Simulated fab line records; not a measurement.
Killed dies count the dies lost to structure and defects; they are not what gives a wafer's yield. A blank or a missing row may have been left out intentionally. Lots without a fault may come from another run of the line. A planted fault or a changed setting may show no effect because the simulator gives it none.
Which tool did it? / flow berkeley-cmos170 / 14 lots with 42 wafers sampled at 2 steps, on a route of 331 steps

WHAT THE GAUGES READ, wafer by wafer
UCB170_PVT_TW_MEAS_09.
lot=L102; measured=day 5 12:31; on=film-metro-01; PVT_TW=518 518 519
lot=L104; measured=day 5 12:35; on=film-metro-04; PVT_TW=514 512 512
lot=L103; measured=day 5 12:52; on=film-metro-01; PVT_TW=517 520 514
lot=L105; measured=day 5 22:41; on=film-metro-03; PVT_TW=513 510 507
lot=L107; measured=day 6 12:31; on=film-metro-04; PVT_TW=512 511 512
lot=L108; measured=day 6 19:56; on=film-metro-01; PVT_TW=520 518 522
lot=L114; measured=day 8 11:37; on=film-metro-03; PVT_TW=512 514 512
lot=L116; measured=day 8 16:28; on=film-metro-04; PVT_TW=511 513 515
lot=L121; measured=day 9 20:07; on=film-metro-03; PVT_TW=509 508 513
lot=L120; measured=day 9 20:31; on=film-metro-01; PVT_TW=519 518 516
lot=L122; measured=day 10 04:55; on=film-metro-03; PVT_TW=511 512 510
lot=L123; measured=day 10 05:28; on=film-metro-04; PVT_TW=510 512 512
lot=L124; measured=day 10 16:55; on=film-metro-01; PVT_TW=515 514 514
lot=L125; measured=day 10 17:04; on=film-metro-04; PVT_TW=512 515 513

UCB170_NLDD_OVL_MEAS_07.
lot=L102; measured=day 6 05:42; on=overlay-02; NLDD_OVL (nm)=-5 -1 -10
lot=L104; measured=day 6 05:43; on=overlay-01; NLDD_OVL (nm)=-4 -4 -3
lot=L103; measured=day 6 06:19; on=overlay-01; NLDD_OVL (nm)=5 1 0
lot=L105; measured=day 6 15:11; on=overlay-02; NLDD_OVL (nm)=6 6 7
lot=L107; measured=day 7 04:38; on=overlay-01; NLDD_OVL (nm)=-3 -8 -9
lot=L108; measured=day 7 11:33; on=overlay-02; NLDD_OVL (nm)=1 1 2
lot=L114; measured=day 9 01:04; on=overlay-02; NLDD_OVL (nm)=-3 4 1
lot=L116; measured=day 9 07:35; on=overlay-02; NLDD_OVL (nm)=-7 -4 -5
lot=L121; measured=day 10 13:38; on=overlay-02; NLDD_OVL (nm)=1 -5 4
lot=L120; measured=day 10 13:22; on=overlay-02; NLDD_OVL (nm)=-1 4 -1
lot=L122; measured=day 10 20:44; on=overlay-02; NLDD_OVL (nm)=-3 -7 -1
lot=L123; measured=day 10 21:07; on=overlay-01; NLDD_OVL (nm)=-5 -6 2
lot=L124; measured=day 11 11:40; on=overlay-01; NLDD_OVL (nm)=-1 3 -3
lot=L125; measured=day 11 11:56; on=overlay-02; NLDD_OVL (nm)=-9 -4 1

WHAT TOOL EACH LOT RAN ON (gives the tool, then ch and the chambers of the sampled wafers, and finally the start)
The record shows no process step preceding these readings.

AS READ BY THE TOOLS THEMSELVES (means over the sampled wafers that have a number; for cases with no such wafer, the mark the record gives instead)
The record holds no such reading with a usual standard deviation.

THE ANSWER, worked out from the rows above alone
Rule: what is usual is taken from the lots themselves. The widest of any qualifying gaps counts: lots, ordered by their means at a reading, are off when they make up no more than a third of the lots, leave a main group of 4 or more, and stand apart from it by 3 or more times the standard deviation of that group's means. A main group whose means are all the same, to the digits that the tables above print for the reading, isn't used. Also off: a lot with no number at a reading for which 4 or more lots have one. All remaining lots with rows at the step are treated as sound. After the gauges, taken in route order, come the tools' own readings; for these a lot's mean is taken, as printed above. At the first step where some lot is off, the reading lying furthest off is the one used; lots without a number count as furthest.
Across all readings shown, no lot is off: no conclusion can be drawn from this.

WHAT THE SIMULATOR PUT IN
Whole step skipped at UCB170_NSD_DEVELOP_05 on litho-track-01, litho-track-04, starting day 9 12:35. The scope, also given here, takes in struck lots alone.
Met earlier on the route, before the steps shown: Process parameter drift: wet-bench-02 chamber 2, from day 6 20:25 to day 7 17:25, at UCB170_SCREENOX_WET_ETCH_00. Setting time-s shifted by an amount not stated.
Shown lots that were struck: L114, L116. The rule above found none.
